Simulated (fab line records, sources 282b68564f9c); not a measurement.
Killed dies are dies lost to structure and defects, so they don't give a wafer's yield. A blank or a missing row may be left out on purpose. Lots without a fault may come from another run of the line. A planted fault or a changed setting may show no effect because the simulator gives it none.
fab line records | flow rit_cmos
record lots=13 wafers=39 last_day=7
route steps=202 shown NSD@132 M1@202
lots that met no fault: from a run of the same line without faults
start_h: hours from the record's first day to the start of the lot's first wafer shown | wait_h: hours since the lot's step before | " the same as in the row above | L1.1+2: a row that stands for several wafers | - no value, or no start given | * or withheld: withheld | < > ~ a bound
route shown NAME@n: a module of which the file shows steps, and the number in the route of the first | usual: mean/standard deviation of fault-free wafers | same: alike in all rows | chamber/n: place in a boat | sites: the reading at each site | _std_site: their standard deviation | _edge_site: outer sites' mean less inner sites' | radius_mm: how far each site lies from the wafer's centre | mask NAME#n: copy n | behind: the tool/chamber that last shaped the wafer | hold: why the lot was held/for how many hours/how that ended | device: the transistor (n, p or np) that didn't switch | end of line: the same wafers' tests at the end of the route | a step without rows: its recipe alone | killed: dies lost to structure and defects at the first sort, not the wafer's yield | map: a wafer's dies, x killed, . not, _ none there
set.NAME: the setting as run; set.NAME@STEP: as run at that earlier step | model.NAME: the simulator's own value behind a step, which no gauge read
steps of the route over a sample of lots; a table a step, a row a wafer
## steps
# step RIT_NSD_COAT_01
# recipe resist=NOVOLAK spin_rpm=3250 resist_thk_nm=1000
# usual exhaust_pa=45.0/0.92 spin_speed_rpm=3249.8/2.1
# columns lot.wafer tool chamber start_h wait_h exhaust_pa spin_speed_rpm
L997.2 litho_track-02 0 46.96 0.1 43.7 3251.4
L997.3 " 0 " " 46.4 3251.5
L997.4 " 0 " " 44.6 3248.9
L998.2 litho_track-01 0 53.01 0.1 45.9 3251.5
L998.3 " 0 " " 45.5 3252.1
L998.6 " 0 " " 45.2 3250.5
L999.1 litho_track-02 0 59.87 0.1 45.1 3252.7
L999.2 " 0 " " 44.1 3252.4
L999.6 " 0 " " 44.2 3250.1
L100.2 litho_track-03 0 61.81 0.1 45.9 3247.1
L100.3 " 0 " " 45.4 3246.9
L100.5 " 0 " " 44.8 3247.4
L101.1 litho_track-02 0 69.04 0.1 45.6 3248.5
L101.4 " 0 " " 45.3 3246.0
L101.5 " 0 " " 45.9 3250.4
L102.1 litho_track-02 0 72.27 0.1 45.0 3246.8
L102.3 " 0 " " 45.3 3246.9
L102.6 " 0 " " 44.5 3245.2
L110.3 litho_track-03 0 115.37 0.1 45.4 3384.3
L110.4 " 0 " " 45.0 3384.3
L110.5 " 0 " " 44.6 3382.7
L111.1 litho_track-03 0 123.94 0.1 44.7 3383.4
L111.5 " 0 " " 44.5 3384.7
L111.6 " 0 " " 43.5 3385.7
L112.1 litho_track-01 0 130.32 0.1 45.5 3252.3
L112.2 " 0 " " 45.0 3248.9
L112.5 " 0 " " 46.1 3249.5
L113.1 litho_track-02 0 130.68 0.1 45.5 3249.8
L113.2 " 0 " " 46.3 3250.6
L113.5 " 0 " " 44.2 3252.9
L116.1 litho_track-02 0 146.91 0.1 44.5 3249.3
L116.2 " 0 " " 45.3 3246.8
L116.4 " 0 " " 42.3 3247.8
L117.2 litho_track-02 0 152.28 0.1 45.4 3245.2
L117.3 " 0 " " 44.7 3250.9
L117.5 " 0 " " 45.4 3251.1
L118.1 litho_track-02 0 161.88 0.1 45.2 3251.3
L118.4 " 0 " " 45.4 3250.1
L118.5 " 0 " " 43.4 3250.2
# step RIT_M1_PROBE_99
# usual killed_at_contacts=0.0/0.25 killed_at_front_end=6.6/2.7 killed_dies=6.7/2.7 killed_open=3.3/1.9 killed_short=3.4/1.9
# same gross_dies=264 killed_at_M0_to_M3=0 killed_at_M4_up=0 killed_at_back_side=0 killed_at_other=0
# columns lot.wafer tool chamber start_h wait_h killed_at_contacts killed_at_front_end killed_dies killed_open killed_short
L113.1 prober-01 - 144.10 0.1 0 8 8 4 4
L113.2 prober-01 - 144.15 0.1 0 2 2 1 1
L113.5 prober-01 - 144.30 0.2 0 2 2 1 1
# killed by level:class
L113.1 GATE:geometric_particle:open=4 FOX2:geometric_particle:short=1 GATE:geometric_particle:short=1 REOX:geometric_particle:short=1 SILICIDE:geometric_particle:short=1
L113.2 FOX2:geometric_particle:short=1 GATE:geometric_particle:open=1
L113.5 REOX:geometric_particle:short=1 REOX:geometric_particle:open=1
## key
first_sign step=RIT_NSD_COAT_01 reading=spin_speed_rpm direction=up sigmas=64 usual=3249.8 struck=3384.2
effect none on later readings
met_at RIT_NSD_COAT_01
struck_lots L110,L111
tester_left_out L110,L111
onset_between 61.81 115.37
fault kind=process_parameter_drift tool=litho_track-03 chamber=- onset_h=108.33 steps=RIT_NSD_COAT_01 channel=spin_rpm offset=134.32 shape=step end_h=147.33 acts_in=these_recipes_only stated=3250
# tester_left_out: of these lots the tester's yield and bins aren't shown, on N5 and GAA mostly nor the transistor test; their killed dies are dies lost to structure and defects alone, not to doping, threshold or leakage, so they don't give the yield
